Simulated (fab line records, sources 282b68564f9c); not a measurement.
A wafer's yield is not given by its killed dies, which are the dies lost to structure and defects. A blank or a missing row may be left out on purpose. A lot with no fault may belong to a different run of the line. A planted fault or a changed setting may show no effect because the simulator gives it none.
Which tool was responsible? || flow rit cmos || 15 lots, 45 wafers sampled, at 4 steps of a route of 202

WHAT THE GAUGES SHOWED, per wafer
RIT_GATE_THK_MEAS_09.
{"lot": "L862", "measured": "day 2 16:09", "on": "film metro-03", "GATE_POLY_THK (nm)": "246.6 244.5 246.7"}
{"lot": "L864", "measured": "day 3 04:16", "on": "film metro-01", "GATE_POLY_THK (nm)": "245.0 243.0 243.0"}
{"lot": "L865", "measured": "day 3 10:45", "on": "film metro-03", "GATE_POLY_THK (nm)": "243.7 243.4 243.2"}
{"lot": "L866", "measured": "day 3 12:35", "on": "film metro-01", "GATE_POLY_THK (nm)": "243.1 244.5 246.1"}
{"lot": "L867", "measured": "day 3 16:37", "on": "film metro-04", "GATE_POLY_THK (nm)": "243.5 242.2 242.1"}
{"lot": "L868", "measured": "day 3 23:22", "on": "film metro-03", "GATE_POLY_THK (nm)": "245.9 247.2 246.3"}
{"lot": "L869", "measured": "day 4 04:26", "on": "film metro-01", "GATE_POLY_THK (nm)": "246.2 244.6 246.5"}
{"lot": "L871", "measured": "day 4 13:13", "on": "film metro-04", "GATE_POLY_THK (nm)": "240.0 240.4 240.9"}
{"lot": "L872", "measured": "day 4 18:48", "on": "film metro-04", "GATE_POLY_THK (nm)": "243.1 245.3 243.7"}
{"lot": "L873", "measured": "day 5 01:39", "on": "film metro-03", "GATE_POLY_THK (nm)": "246.0 246.1 244.5"}
{"lot": "L874", "measured": "day 5 04:41", "on": "film metro-03", "GATE_POLY_THK (nm)": "240.9 243.0 244.3"}
{"lot": "L875", "measured": "day 5 09:38", "on": "film metro-04", "GATE_POLY_THK (nm)": "246.3 246.1 245.0"}
{"lot": "L876", "measured": "day 5 15:40", "on": "film metro-04", "GATE_POLY_THK (nm)": "245.7 247.6 246.4"}
{"lot": "L877", "measured": "day 5 22:32", "on": "film metro-04", "GATE_POLY_THK (nm)": "246.8 243.7 245.3"}
{"lot": "L881", "measured": "day 6 18:52", "on": "film metro-04", "GATE_POLY_THK (nm)": "243.9 245.3 243.2"}

RIT_NLDD_TW_MEAS_10.
{"lot": "L862", "measured": "day 2 22:14", "on": "film metro-01", "NLDD_TW": "2466 2456 2466"}
{"lot": "L864", "measured": "day 3 10:15", "on": "film metro-01", "NLDD_TW": "2470 2465 2453"}
{"lot": "L865", "measured": "day 3 17:22", "on": "film metro-02", "NLDD_TW": "2499 2480 2488"}
{"lot": "L866", "measured": "day 3 19:50", "on": "film metro-01", "NLDD_TW": "2453 2452 2457"}
{"lot": "L867", "measured": "day 3 22:54", "on": "film metro-02", "NLDD_TW": "2497 2496 2494"}
{"lot": "L868", "measured": "day 4 06:08", "on": "film metro-02", "NLDD_TW": "2482 2475 2485"}
{"lot": "L869", "measured": "day 4 10:43", "on": "film metro-02", "NLDD_TW": "2482 2487 2499"}
{"lot": "L871", "measured": "day 4 19:20", "on": "film metro-03", "NLDD_TW": "2478 2465 2476"}
{"lot": "L872", "measured": "day 5 01:32", "on": "film metro-03", "NLDD_TW": "2454 2453 2462"}
{"lot": "L873", "measured": "day 5 07:51", "on": "film metro-03", "NLDD_TW": "2466 2457 2465"}
{"lot": "L874", "measured": "day 5 11:49", "on": "film metro-02", "NLDD_TW": "2500 2505 2484"}
{"lot": "L875", "measured": "day 5 15:41", "on": "film metro-01", "NLDD_TW": "2461 2469 2480"}
{"lot": "L876", "measured": "day 5 21:41", "on": "film metro-01", "NLDD_TW": "2469 2476 2467"}
{"lot": "L877", "measured": "day 6 04:31", "on": "film metro-03", "NLDD_TW": "2470 2459 2455"}
{"lot": "L881", "measured": "day 7 01:07", "on": "film metro-02", "NLDD_TW": "2495 2469 2494"}

RIT_M1_BOW_MEAS_16.
{"lot": "L862", "measured": "day 3 13:24", "on": "film metro-02", "M1_BOW (um)": "16 24 16"}
{"lot": "L864", "measured": "day 4 01:27", "on": "film metro-03", "M1_BOW (um)": "22 28 14"}
{"lot": "L865", "measured": "day 4 08:31", "on": "film metro-02", "M1_BOW (um)": "22 1 14"}
{"lot": "L866", "measured": "day 4 11:07", "on": "film metro-01", "M1_BOW (um)": "15 6 24"}
{"lot": "L867", "measured": "day 4 13:50", "on": "film metro-01", "M1_BOW (um)": "4 13 4"}
{"lot": "L868", "measured": "day 4 21:23", "on": "film metro-03", "M1_BOW (um)": "25 21 16"}
{"lot": "L869", "measured": "day 5 01:28", "on": "film metro-02", "M1_BOW (um)": "14 10 4"}
{"lot": "L871", "measured": "day 5 11:08", "on": "film metro-03", "M1_BOW (um)": "17 20 25"}
{"lot": "L872", "measured": "day 5 17:46", "on": "film metro-02", "M1_BOW (um)": "18 18 18"}
{"lot": "L873", "measured": "day 5 23:51", "on": "film metro-01", "M1_BOW (um)": "15 18 34"}
{"lot": "L874", "measured": "day 6 04:46", "on": "film metro-01", "M1_BOW (um)": "20 25 5"}
{"lot": "L875", "measured": "day 6 07:46", "on": "film metro-02", "M1_BOW (um)": "14 24 23"}
{"lot": "L876", "measured": "day 6 15:27", "on": "film metro-02", "M1_BOW (um)": "7 9 6"}
{"lot": "L877", "measured": "day 6 22:13", "on": "film metro-02", "M1_BOW (um)": "23 26 11"}
{"lot": "L881", "measured": "day 7 17:48", "on": "film metro-03", "M1_BOW (um)": "13 19 20"}

WHICH TOOL RAN EACH LOT (tool, then ch and the chambers of the sampled wafers, then the start)
{"lot": "L862", "RIT_M1_EXPOSE_06": "iline stepper-01 ch 0, day 3 10:22"}
{"lot": "L864", "RIT_M1_EXPOSE_06": "iline stepper-01 ch 0, day 3 22:25"}
{"lot": "L865", "RIT_M1_EXPOSE_06": "iline stepper-01 ch 0, day 4 05:30"}
{"lot": "L866", "RIT_M1_EXPOSE_06": "iline stepper-02 ch 0, day 4 08:08"}
{"lot": "L867", "RIT_M1_EXPOSE_06": "iline stepper-02 ch 0, day 4 10:52"}
{"lot": "L868", "RIT_M1_EXPOSE_06": "iline stepper-01 ch 0, day 4 18:17"}
{"lot": "L869", "RIT_M1_EXPOSE_06": "iline stepper-01 ch 0, day 4 22:22"}
{"lot": "L871", "RIT_M1_EXPOSE_06": "iline stepper-01 ch 0, day 5 08:08"}
{"lot": "L872", "RIT_M1_EXPOSE_06": "iline stepper-02 ch 0, day 5 14:34"}
{"lot": "L873", "RIT_M1_EXPOSE_06": "iline stepper-01 ch 0, day 5 20:53"}
{"lot": "L874", "RIT_M1_EXPOSE_06": "iline stepper-02 ch 0, day 6 01:37"}
{"lot": "L875", "RIT_M1_EXPOSE_06": "iline stepper-01, day 6 04:46"}
{"lot": "L876", "RIT_M1_EXPOSE_06": "iline stepper-02, day 6 12:29"}
{"lot": "L877", "RIT_M1_EXPOSE_06": "iline stepper-01, day 6 19:03"}
{"lot": "L881", "RIT_M1_EXPOSE_06": "iline stepper-01 ch 0, day 7 14:50"}
- RIT_M1_EXPOSE_06: exposes mask M12, target cd 2600 nm.

WHAT THE TOOLS THEMSELVES READ (means of the sampled wafers that have a number; where no wafer has one, the mark that the record gives instead)
RIT_M1_EXPOSE_06.
{"lot": "L862", "tool": "iline stepper-01", "exposure dose mJ cm2": 251.66, "focus offset nm (nm)": 0.6, "reticle temp C (C)": 22.99, "stage vel mm s (mm/s)": 500.08}
{"lot": "L864", "tool": "iline stepper-01", "exposure dose mJ cm2": 251.91, "focus offset nm (nm)": -0.2, "reticle temp C (C)": 22.93, "stage vel mm s (mm/s)": 500.29}
{"lot": "L865", "tool": "iline stepper-01", "exposure dose mJ cm2": 251.79, "focus offset nm (nm)": -0.3, "reticle temp C (C)": 22.99, "stage vel mm s (mm/s)": 499.90}
{"lot": "L866", "tool": "iline stepper-02", "exposure dose mJ cm2": 251.34, "focus offset nm (nm)": 0.2, "reticle temp C (C)": 23.00, "stage vel mm s (mm/s)": 499.70}
{"lot": "L867", "tool": "iline stepper-02", "exposure dose mJ cm2": 251.50, "focus offset nm (nm)": 0.5, "reticle temp C (C)": 23.01, "stage vel mm s (mm/s)": 499.96}
{"lot": "L868", "tool": "iline stepper-01", "exposure dose mJ cm2": 251.51, "focus offset nm (nm)": -0.3, "reticle temp C (C)": 23.05, "stage vel mm s (mm/s)": 499.96}
{"lot": "L869", "tool": "iline stepper-01", "exposure dose mJ cm2": 251.39, "focus offset nm (nm)": 0.2, "reticle temp C (C)": 23.01, "stage vel mm s (mm/s)": 499.97}
{"lot": "L871", "tool": "iline stepper-01", "exposure dose mJ cm2": 251.90, "focus offset nm (nm)": 0.3, "reticle temp C (C)": 23.10, "stage vel mm s (mm/s)": 499.96}
{"lot": "L872", "tool": "iline stepper-02", "exposure dose mJ cm2": 251.87, "focus offset nm (nm)": 0.1, "reticle temp C (C)": 22.94, "stage vel mm s (mm/s)": 500.09}
{"lot": "L873", "tool": "iline stepper-01", "exposure dose mJ cm2": 251.95, "focus offset nm (nm)": -0.8, "reticle temp C (C)": 23.00, "stage vel mm s (mm/s)": 499.88}
{"lot": "L874", "tool": "iline stepper-02", "exposure dose mJ cm2": 252.10, "focus offset nm (nm)": -0.4, "reticle temp C (C)": 23.01, "stage vel mm s (mm/s)": 500.01}
{"lot": "L875", "tool": "iline stepper-01", "exposure dose mJ cm2": "-", "focus offset nm (nm)": "-", "reticle temp C (C)": "-", "stage vel mm s (mm/s)": "-"}
{"lot": "L876", "tool": "iline stepper-02", "exposure dose mJ cm2": "-", "focus offset nm (nm)": "-", "reticle temp C (C)": "-", "stage vel mm s (mm/s)": "-"}
{"lot": "L877", "tool": "iline stepper-01", "exposure dose mJ cm2": "-", "focus offset nm (nm)": "-", "reticle temp C (C)": "-", "stage vel mm s (mm/s)": "-"}
{"lot": "L881", "tool": "iline stepper-01", "exposure dose mJ cm2": 251.51, "focus offset nm (nm)": -0.1, "reticle temp C (C)": 23.01, "stage vel mm s (mm/s)": 500.13}

THE ANSWER, worked out from the rows above alone
Rule: the usual values come from the lots themselves. The widest of any qualifying gaps counts: lots, ordered by their means at a reading, are off when they make up no more than a third of the lots, leave a main group of 4 or more, and stand apart from it by 3 or more times the standard deviation of that group's means. If all means in a main group match to the digits the tables above print for the reading, that group is not used. A lot without any number at a reading at which 4 lots or more have one is off too. The other lots that the step has rows for count as sound. Order of review: gauges by route order, followed by the tools' own readings, for which a lot's mean as printed above is used. The first step at which some lot is off is used, and at that step the reading that is off furthest; a lot without a number counts as furthest.
Off: L875, L876, L877 (RIT_M1_EXPOSE_06, exposure dose mJ cm2). Without a number there: L875, L876, L877. For the main group the mean is 251.70 and the standard deviation 0.24.
A tool fits if, at that step or a process step before it, it ran every lot that is off, and no sound lot after the first of them. No candidate that was tried fits.

WHAT THE SIMULATOR PUT IN
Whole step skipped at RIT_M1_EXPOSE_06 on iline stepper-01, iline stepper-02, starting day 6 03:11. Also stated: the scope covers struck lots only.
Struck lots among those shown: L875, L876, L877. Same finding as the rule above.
